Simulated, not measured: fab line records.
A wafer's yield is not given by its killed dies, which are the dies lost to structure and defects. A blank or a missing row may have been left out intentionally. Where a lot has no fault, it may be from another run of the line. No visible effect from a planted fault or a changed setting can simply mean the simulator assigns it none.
Which tool is to blame? || flow rit cmos || 21 wafers from 7 lots sampled at 2 of the route's 202 steps

## WHAT THE GAUGES READ, wafer by wafer
RIT_SDANNEAL_RS_MEAS_04: measures by four-point-probe.
{"lot": "L364", "measured": "day 3 15:55", "on": "film metro-03", "PSD_RS (ohm/sq)": "115.98 116.03 116.22"}
{"lot": "L366", "measured": "day 4 05:30", "on": "film metro-01", "PSD_RS (ohm/sq)": "115.87 115.81 115.71"}
{"lot": "L371", "measured": "day 5 05:20", "on": "film metro-04", "PSD_RS (ohm/sq)": "115.86 116.01 115.39"}
{"lot": "L377", "measured": "day 6 12:41", "on": "film metro-03", "PSD_RS (ohm/sq)": "116.00 116.18 116.12"}
{"lot": "L379", "measured": "day 7 03:52", "on": "film metro-01", "PSD_RS (ohm/sq)": "115.73 115.86 115.82"}
{"lot": "L382", "measured": "day 7 21:53", "on": "film metro-01", "PSD_RS (ohm/sq)": "116.08 116.28 116.06"}
{"lot": "L384", "measured": "day 8 15:54", "on": "film metro-01", "PSD_RS (ohm/sq)": "116.16 115.82 116.33"}

## WHICH TOOL RAN EACH LOT (tool, then ch and the chambers of the sampled wafers, then the start)
{"lot": "L364", "RIT_PSD_IMPLANT_08": "implanter-03 ch 0, day 3 15:07"}
{"lot": "L366", "RIT_PSD_IMPLANT_08": "implanter-03 ch 0, day 4 04:41"}
{"lot": "L371", "RIT_PSD_IMPLANT_08": "implanter-04 ch 0, day 5 04:31"}
{"lot": "L377", "RIT_PSD_IMPLANT_08": "implanter-01 ch 0, day 6 11:52"}
{"lot": "L379", "RIT_PSD_IMPLANT_08": "implanter-04 ch 0, day 7 03:04"}
{"lot": "L382", "RIT_PSD_IMPLANT_08": "implanter-04 ch 0, day 7 21:05"}
{"lot": "L384", "RIT_PSD_IMPLANT_08": "implanter-01 ch 0, day 8 15:05"}
- RIT_PSD_IMPLANT_08

## THE ANSWER, worked out from the rows above alone
Rule: usual is defined by the lots themselves. The widest of any qualifying gaps counts: lots, ordered by their means at a reading, are off when they make up no more than a third of the lots, leave a main group of 4 or more, and stand apart from it by 3 or more times the standard deviation of that group's means. Not used: any main group whose means are identical at the precision the tables above print for the reading. A lot without any number at a reading at which 4 lots or more have one is off too. The other lots that the step has rows for count as sound.
None of the lots is off at any reading shown; this tells nothing.

## WHAT HAD BEEN PUT IN BY THE SIMULATOR
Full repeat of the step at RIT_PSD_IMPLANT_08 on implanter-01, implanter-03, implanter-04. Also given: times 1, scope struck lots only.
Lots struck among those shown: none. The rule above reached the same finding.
